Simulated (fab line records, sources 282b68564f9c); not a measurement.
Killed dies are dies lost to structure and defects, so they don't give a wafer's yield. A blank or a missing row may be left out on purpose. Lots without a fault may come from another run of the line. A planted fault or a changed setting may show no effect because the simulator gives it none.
Which tool did it? | flow rit_cmos | 14 lots, 42 wafers sampled, at 4 steps of a route of 202

WHAT THE GAUGES READ, wafer by wafer
RIT_FOX2_THK_MEAS_01. Usual: FOX2_OXIDE_THK 354 nm, standard deviation 7.
lot  | measured    | on            | FOX2_OXIDE_THK (nm) | flag
L764 | day 1 18:26 | film_metro-02 | 353 351 355         |
L765 | day 2 01:40 | film_metro-03 | 352 353 354         |
L766 | day 2 07:49 | film_metro-02 | 354 351 355         |
L769 | day 2 20:14 | film_metro-03 | 321 327 318         | OFF
L771 | day 3 06:21 | film_metro-02 | 321 312 322         | OFF
L772 | day 3 11:33 | film_metro-02 | 354 351 351         |
L778 | day 4 17:16 | film_metro-03 | 347 340 347         |
L779 | day 4 21:20 | film_metro-03 | 360 365 357         |
L780 | day 5 03:49 | film_metro-02 | 353 351 348         |
L781 | day 5 07:28 | film_metro-04 | 355 355 353         |
L784 | day 5 22:56 | film_metro-04 | 343 339 338         |
L785 | day 6 04:52 | film_metro-04 | 354 357 357         |
L786 | day 6 08:36 | film_metro-03 | 357 362 359         |
L787 | day 6 13:37 | film_metro-04 | 360 352 355         |

RIT_FOX2_THK_MEAS_90. Usual: FIELD_OXIDE_LEFT_1_THK 327 nm, standard deviation 6.9.
lot  | measured    | on            | FIELD_OXIDE_LEFT_1_THK (nm) | flag
L764 | day 1 19:23 | film_metro-03 | 326 324 328                 |
L765 | day 2 02:32 | film_metro-02 | 324 325 326                 |
L766 | day 2 08:46 | film_metro-02 | 326 324 327                 |
L769 | day 2 21:07 | film_metro-03 | 294 300 291                 | OFF
L771 | day 3 07:18 | film_metro-03 | 294 285 294                 | OFF
L772 | day 3 12:26 | film_metro-03 | 327 324 324                 |
L778 | day 4 18:08 | film_metro-03 | 320 313 320                 |
L779 | day 4 22:17 | film_metro-03 | 333 338 330                 |
L780 | day 5 04:41 | film_metro-04 | 326 325 321                 |
L781 | day 5 08:21 | film_metro-03 | 328 328 326                 |
L784 | day 5 23:49 | film_metro-04 | 315 311 310                 |
L785 | day 6 05:44 | film_metro-02 | 327 330 329                 |
L786 | day 6 09:29 | film_metro-03 | 329 334 331                 |
L787 | day 6 14:38 | film_metro-04 | 332 325 328                 |

RIT_FOX2_THK_MEAS_91. Usual: FIELD_OXIDE_LEFT_2_THK 259 nm, standard deviation 7.1.
lot  | measured    | on            | FIELD_OXIDE_LEFT_2_THK (nm) | flag
L764 | day 2 08:47 | film_metro-04 | 258 256 260                 |
L765 | day 2 15:05 | film_metro-02 | 256 257 259                 |
L766 | day 2 21:31 | film_metro-02 | 258 256 259                 |
L769 | day 3 09:30 | film_metro-03 | 227 233 223                 | OFF
L771 | day 3 19:49 | film_metro-03 | 226 217 227                 | OFF
L772 | day 4 00:43 | film_metro-02 | 258 256 255                 |
L778 | day 5 06:32 | film_metro-04 | 252 244 252                 |
L779 | day 5 10:40 | film_metro-02 | 265 270 262                 |
L780 | day 5 17:53 | film_metro-04 | 258 256 252                 |
L781 | day 5 21:01 | film_metro-03 | 261 262 259                 |
L784 | day 6 12:46 | film_metro-03 | 248 244 243                 |
L785 | day 6 18:14 | film_metro-03 | 259 262 261                 |
L786 | day 6 22:48 | film_metro-02 | 261 266 264                 |
L787 | day 7 02:46 | film_metro-03 | 265 257 260                 |

WHICH TOOL RAN EACH LOT (tool, then ch and the chambers of the sampled wafers, then the start)
lot  | RIT_FOX2_OXIDATION_00
L764 | furnace-01 ch 0, day 1 17:07
L765 | furnace-04 ch 0, day 2 00:20
L766 | furnace-01 ch 0, day 2 06:29
L769 | furnace-04 ch 0, day 2 18:56
L771 | furnace-04 ch 0, day 3 05:02
L772 | furnace-01 ch 0, day 3 10:14
L778 | furnace-01 ch 0, day 4 15:56
L779 | furnace-01 ch 0, day 4 20:02
L780 | furnace-01 ch 0, day 5 02:30
L781 | furnace-01 ch 0, day 5 06:08
L784 | furnace-02 ch 0, day 5 21:36
L785 | furnace-04 ch 0, day 6 03:33
L786 | furnace-04 ch 0, day 6 07:17
L787 | furnace-04 ch 0, day 6 12:18
- RIT_FOX2_OXIDATION_00: target thk 350.7 nm, ox time 1130 s.

WHAT THE TOOLS THEMSELVES READ (means of the sampled wafers that have a number; where no wafer has one, the mark that the record gives instead)
RIT_FOX2_OXIDATION_00. Usual: spike_tc_centre_C 1102.4 C, standard deviation 1.5; spike_tc_load_C 1130.5 C, standard deviation 1.5; spike_tc_source_C 1130.6 C, standard deviation 1.9; tube_center_temp_C 1100 C, standard deviation 0.11; tube_center_temp_C_max 1102.9, standard deviation 0.48.
lot  | tool       | spike_tc_centre_C (C) | spike_tc_load_C (C) | spike_tc_source_C (C) | tube_center_temp_C (C) | tube_center_temp_C_max | flag
L764 | furnace-01 | 1103.8                | 1130.3              | 1130.6                | 1100                   | 1102.8                 |
L765 | furnace-04 | 1100.8                | 1129.5              | 1131.8                | 1100                   | 1102.8                 |
L766 | furnace-01 | 1103.7                | 1131.5              | 1130.7                | 1100                   | 1103.3                 |
L769 | furnace-04 | 1076.0                | 1104.4              | 1106.5                | 1075                   | 1077.5                 | OFF
L771 | furnace-04 | 1074.8                | 1104.0              | 1107.7                | 1075                   | 1078.3                 | OFF
L772 | furnace-01 | 1103.0                | 1129.8              | 1131.1                | 1100                   | 1102.5                 |
L778 | furnace-01 | 1102.8                | 1131.5              | 1130.5                | 1100                   | 1103.2                 |
L779 | furnace-01 | 1102.8                | 1131.8              | 1131.2                | 1100                   | 1102.9                 |
L780 | furnace-01 | 1102.7                | 1131.4              | 1130.5                | 1100                   | 1103.1                 |
L781 | furnace-01 | 1104.1                | 1130.8              | 1130.8                | 1100                   | 1103.1                 |
L784 | furnace-02 | 1103.8                | 1131.7              | 1128.0                | 1100                   | 1103.0                 |
L785 | furnace-04 | 1102.3                | 1129.0              | 1133.2                | 1100                   | 1102.5                 |
L786 | furnace-04 | 1101.5                | 1129.6              | 1131.3                | 1100                   | 1103.1                 |
L787 | furnace-04 | 1100.4                | 1128.8              | 1131.6                | 1100                   | 1102.6                 |

THE ANSWER, worked out from the rows above alone
Rule: a lot is off if the mean of its wafers that have a number lies more than 3 standard deviations from the usual mean. A lot without any number at a reading at which 4 lots or more have one is off too. The other lots that the step has rows for count as sound. The gauges are gone through in route order, then the tools' own readings, and for those a lot's mean is taken as printed above. The first step at which some lot is off is used, and at that step the reading that is off furthest; a lot without a number counts as furthest.
Off: L769, L771, at RIT_FOX2_THK_MEAS_01 (FOX2_OXIDE_THK).
A tool fits if, at a process step before that reading, it ran every lot that is off, and no sound lot after the first of them. The gauges at RIT_FOX2_THK_MEAS_01 aren't tried: what is off there is off at RIT_FOX2_OXIDATION_00 too, on other tools, and a gauge's error can't cause that. None of those tried fits.

WHAT THE SIMULATOR HAD PUT IN
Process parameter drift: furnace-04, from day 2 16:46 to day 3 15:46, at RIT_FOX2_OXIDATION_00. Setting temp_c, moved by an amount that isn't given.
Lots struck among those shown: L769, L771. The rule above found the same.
